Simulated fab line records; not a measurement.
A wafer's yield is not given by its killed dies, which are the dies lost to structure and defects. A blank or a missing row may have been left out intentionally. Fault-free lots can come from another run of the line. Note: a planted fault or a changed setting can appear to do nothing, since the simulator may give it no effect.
Which tool is to blame? + flow berkeleyCmos170 + 14 lots, 42 wafers sampled, at 3 steps of a route of 331

== WHAT EACH GAUGE READ, for each wafer ==
UCB170_NWELL_THK_MEAS_02.
| lot  | measured    | on           | NWELL_OXIDE_THK (nm) |
|------|-------------|--------------|----------------------|
| L596 | day 2 05:14 | filmMetro-01 | 25.8 25.4 25.7       |
| L597 | day 2 05:17 | filmMetro-03 | 26.0 25.6 25.6       |
| L598 | day 2 14:56 | filmMetro-04 | 26.1 26.3 25.9       |
| L599 | day 2 14:56 | filmMetro-03 | 26.1 26.2 26.2       |
| L600 | day 3 01:38 | filmMetro-04 | 26.1 26.1 26.4       |
| L601 | day 3 01:38 | filmMetro-03 | 25.8 26.0 25.9       |
| L602 | day 3 10:14 | filmMetro-03 | 25.4 25.9 26.0       |
| L604 | day 3 23:29 | filmMetro-04 | 27.2 27.4 27.0       |
| L605 | day 3 23:29 | filmMetro-01 | 27.0 26.7 27.6       |
| L606 | day 4 08:25 | filmMetro-01 | 26.7 26.9 26.4       |
| L607 | day 4 08:25 | filmMetro-03 | 26.5 26.1 26.5       |
| L610 | day 4 20:35 | filmMetro-03 | 25.7 26.2 26.1       |
| L613 | day 5 15:32 | filmMetro-01 | 26.3 26.0 26.0       |
| L618 | day 6 18:21 | filmMetro-01 | 25.7 25.7 25.9       |

UCB170_PSD_OVL_MEAS_07.
| lot  | measured     | on         | PSD_OVL (nm) |
|------|--------------|------------|--------------|
| L596 | day 7 22:51  | overlay-02 | 2 -3 4       |
| L597 | day 7 23:05  | overlay-01 | -7 4 0       |
| L598 | day 8 08:45  | overlay-01 | -4 -2 -8     |
| L599 | day 8 08:41  | overlay-02 | 1 0 -8       |
| L600 | day 8 16:49  | overlay-02 | 0 -1 -3      |
| L601 | day 8 17:04  | overlay-01 | -4 -4 2      |
| L602 | day 9 18:07  | overlay-02 | -5 -3 -3     |
| L604 | day 9 18:40  | overlay-01 | -9 -15 -8    |
| L605 | day 9 18:25  | overlay-02 | -1 1 0       |
| L606 | day 10 05:11 | overlay-02 | -3 5 12      |
| L607 | day 10 04:50 | overlay-02 | 0 -1 -2      |
| L610 | day 10 22:37 | overlay-02 | -5 -7 -4     |
| L613 | day 11 11:07 | overlay-01 | 247 255 252  |
| L618 | day 12 23:56 | overlay-02 | 243 246 245  |

== EACH LOT AND THE TOOL THAT RAN IT (in order: tool; ch and the chambers of the sampled wafers; start) ==
| lot  | UCB170_PSD_EXPOSE_03             |
|------|----------------------------------|
| L596 | krfScanner-02 ch 0, day 7 22:01  |
| L597 | krfScanner-01 ch 0, day 7 22:17  |
| L598 | krfScanner-02 ch 0, day 8 08:08  |
| L599 | krfScanner-01 ch 0, day 8 07:50  |
| L600 | krfScanner-01 ch 0, day 8 16:18  |
| L601 | krfScanner-02 ch 0, day 8 16:34  |
| L602 | krfScanner-01 ch 0, day 9 17:37  |
| L604 | krfScanner-01 ch 0, day 9 18:09  |
| L605 | krfScanner-02 ch 0, day 9 17:55  |
| L606 | krfScanner-01 ch 0, day 10 04:34 |
| L607 | krfScanner-02 ch 0, day 10 04:20 |
| L610 | krfScanner-01 ch 0, day 10 21:26 |
| L613 | krfScanner-01 ch 0, day 11 10:27 |
| L618 | krfScanner-01 ch 0, day 12 23:25 |
- UCB170_PSD_EXPOSE_03: exposes mask PSELECT MOD, target cd 1200 nm.

== AS READ BY THE TOOLS THEMSELVES (means over the sampled wafers that have a number; for cases with no such wafer, the mark the record gives instead) ==
UCB170_PSD_EXPOSE_03.
| lot  | tool          | focusOffsetNm (nm) |
|------|---------------|--------------------|
| L596 | krfScanner-02 | 0.4                |
| L597 | krfScanner-01 | -0.0               |
| L598 | krfScanner-02 | -0.7               |
| L599 | krfScanner-01 | -0.4               |
| L600 | krfScanner-01 | 0.5                |
| L601 | krfScanner-02 | 0.0                |
| L602 | krfScanner-01 | -0.8               |
| L604 | krfScanner-01 | -0.3               |
| L605 | krfScanner-02 | -0.3               |
| L606 | krfScanner-01 | -0.2               |
| L607 | krfScanner-02 | -0.1               |
| L610 | krfScanner-01 | 0.0                |
| L613 | krfScanner-01 | -0.1               |
| L618 | krfScanner-01 | -0.0               |

== THE ANSWER, worked out from the rows above alone ==
Rule: the lots themselves supply what counts as usual. Put in order of their means at a reading, lots are off if they are a third of the lots or fewer, leave a main group of 4 or more, and stand apart from it by a gap of 3 or more times the standard deviation of the main group's means; of several such gaps the widest counts. A main group whose means are all the same, to the digits that the tables above print for the reading, isn't used. A lot without any number at a reading at which 4 lots or more have one is off too. All remaining lots with rows at the step are treated as sound. Order of review: gauges by route order, followed by the tools' own readings, for which a lot's mean as printed above is used. At the first step where some lot is off, the reading lying furthest off is the one used; lots without a number count as furthest.
Off: L613, L618, at UCB170_PSD_OVL_MEAS_07 (PSD_OVL). The main group has a mean of -2 nm with a standard deviation of 3.6.
A tool fits if, at a process step before that reading, it ran every lot that is off, and no sound lot after the first of them. Those tools and the gauges at UCB170_PSD_OVL_MEAS_07 are tried in the same way. One candidate fits, namely krfScanner-01 at UCB170_PSD_EXPOSE_03. A fault onset in the window from L610 (day 10 21:26, its last sound lot) to L613 (day 11 10:27, its first lot off) fits.

== WHAT THE SIMULATOR HAD INSERTED ==
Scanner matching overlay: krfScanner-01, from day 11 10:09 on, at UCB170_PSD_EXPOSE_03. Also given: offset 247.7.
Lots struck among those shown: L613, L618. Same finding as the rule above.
